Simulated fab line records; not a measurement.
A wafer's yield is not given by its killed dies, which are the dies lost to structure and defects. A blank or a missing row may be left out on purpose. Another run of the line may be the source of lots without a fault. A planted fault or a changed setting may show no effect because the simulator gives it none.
A lot that was struck, set against a sound lot ; flow ritCmos ; 35 steps out of a route of 202
Sound: the wafers L959.1, L959.3, L959.6. The struck wafers were L969.1, L969.5, L969.6. At the end, the cause is stated.
At each step with rows: each side's tool, then ch and its chambers, then its first start. Under that, the readings that differ: sound wafers ; struck wafers ; difference of the means ; sigmas: that difference in standard deviations of wafers without a fault.
alike: readings with means less than 2 such deviations apart, plus words and numbers identical on both sides. not compared: withheld readings, readings lacking a value on some wafer, bounds such as >300 that could conceal the same value, and numbers that have no deviation in the record and whose values overlap.
The two part at a step that has a row with sigmas, a row that says differs or no value, or rows on one side only. Numbers that don't overlap but have no deviation are shown without sigmas and don't part them. A reading missing from all wafers of one side parts the sides only when that side holds two or more wafers.

first, 4 steps without rows for these wafers: RIT_ACTIVE_CLEAN_15 (cleans in SC1, time 600 s); RIT_ACTIVE_CLEAN_16 (cleans in dHF, time 30 s); RIT_ACTIVE_CLEAN_17 (cleans in SC2, time 600 s); RIT_FOX1_OXIDATION_00 (target thk 350.7 nm, ox time 1130 s).
RIT_FOX1_THK_MEAS_01:
  sound: filmMetro-03 at day 1 18:34; struck: filmMetro-04 at day 3 21:01
  alike: FOX1_OXIDE_THK
then, 2 steps without rows for these wafers: RIT_FOX1_WET_ETCH_02 (etches SiO2 in BOE, target depth 350 nm, time 390 s); RIT_FOX2_OXIDATION_00 (target thk 350.7 nm, ox time 1130 s).
RIT_FOX2_THK_MEAS_01:
  sound: filmMetro-03 at day 1 20:08; struck: filmMetro-03 at day 3 22:57
reading;sound;struck;difference;sigmas
FOX2_OXIDE_THK (nm);356 352 352;343 334 341;-14;-2
then, 2 steps without rows for these wafers: RIT_FOX2_CLEAN_02 (cleans in dHF, time 180 s); RIT_FOX2_WET_ETCH_03 (etches Si3N4 in H3PO4, target depth 195 nm, time 2700 s).
RIT_FOX2_THK_MEAS_90:
  sound: filmMetro-04 at day 1 21:01; struck: filmMetro-03 at day 3 23:50
reading;sound;struck;difference;sigmas
FIELD_OXIDE_LEFT_1_THK (nm);329 325 325;317 307 314;-14;-2
then, 1 step without rows for these wafers: RIT_NWELL_HMDS_00 (prime time 60 s).
RIT_NWELL_COAT_01: resist thk 1300 nm.
  struck on lithoTrack-02, day 4 00:02; sound on lithoTrack-03 ch 0, day 1 21:13
  no value came back on the struck wafers for chillPlateTempC (C), dispensePressureKPa (kPa); on the sound wafers chillPlateTempC (C) reads 22.89 23.00 22.92
then, 4 steps without rows for these wafers: RIT_NWELL_SOFTBAKE_02 (time 60 s); RIT_NWELL_EXPOSE_03 (exposes mask M2, target cd 43900 nm); RIT_NWELL_PEB_04; RIT_NWELL_DEVELOP_05 (develop time 68 s).
RIT_NWELL_OVL_MEAS_06:
  sound: overlay-02 at day 1 21:57; struck: overlay-02 at day 4 00:46
reading;sound;struck;difference;sigmas
NWELL_OVL (nm);1.1 0.9 -0.8;- - -;no value on the struck wafers;
then, 2 steps without rows for these wafers: RIT_NWELL_HARDBAKE_07 (time 120 s); RIT_NWELL_IMPLANT_08.
RIT_NWELL_STRIP_09: strips in O2, time 180 s.
  sound on plasmaAsher-04 ch 0, day 1 22:23; struck on plasmaAsher-02 ch 0,1, day 4 01:12
  alike: drypumpMotorCurrentA
  not compared: rfHoursCounterH
RIT_NWELL_TW_MEAS_10:
  sound: filmMetro-01 at day 1 22:34; struck: filmMetro-01 at day 4 01:23
  alike: NWELL_TW
then, 6 steps without rows for these wafers: RIT_PWELL_HMDS_00 (prime time 60 s); RIT_PWELL_COAT_01 (resist thk 1300 nm); RIT_PWELL_SOFTBAKE_02 (time 60 s); RIT_PWELL_EXPOSE_03 (exposes mask M3, target cd 43700 nm); RIT_PWELL_PEB_04; RIT_PWELL_DEVELOP_05 (develop time 68 s).
RIT_PWELL_OVL_MEAS_06:
  sound: overlay-02 at day 1 23:31; struck: overlay-01 at day 4 02:26
  alike: PWELL_OVL
then, 2 steps without rows for these wafers: RIT_PWELL_HARDBAKE_07 (time 120 s); RIT_PWELL_IMPLANT_08.
RIT_PWELL_STRIP_09: strips in O2, time 180 s.
  sound on plasmaAsher-04 ch 0,1, day 1 23:56; struck on plasmaAsher-02 ch 0,1, day 4 02:53
  alike: drypumpMotorCurrentA
  not compared: rfHoursCounterH
RIT_PWELL_TW_MEAS_10:
  sound: filmMetro-01 at day 2 00:07; struck: filmMetro-02 at day 4 03:04
reading;sound;struck;difference;sigmas
PWELL_TW;949 951 951;2212 2200 2198;+1253;+99 or more
then, 1 step without rows for these wafers: RIT_WELLDRIVE_ANNEAL_00 (time 14700 s).
RIT_M1_PROBE_99:
  the record has rows for the struck wafers here (prober-01, day 5 13:48) and none for the sound ones

## WHERE THEY PART
Earliest at RIT_FOX2_THK_MEAS_01; latest, in this record, at RIT_M1_PROBE_99.

WHY: what had been put in by the simulator
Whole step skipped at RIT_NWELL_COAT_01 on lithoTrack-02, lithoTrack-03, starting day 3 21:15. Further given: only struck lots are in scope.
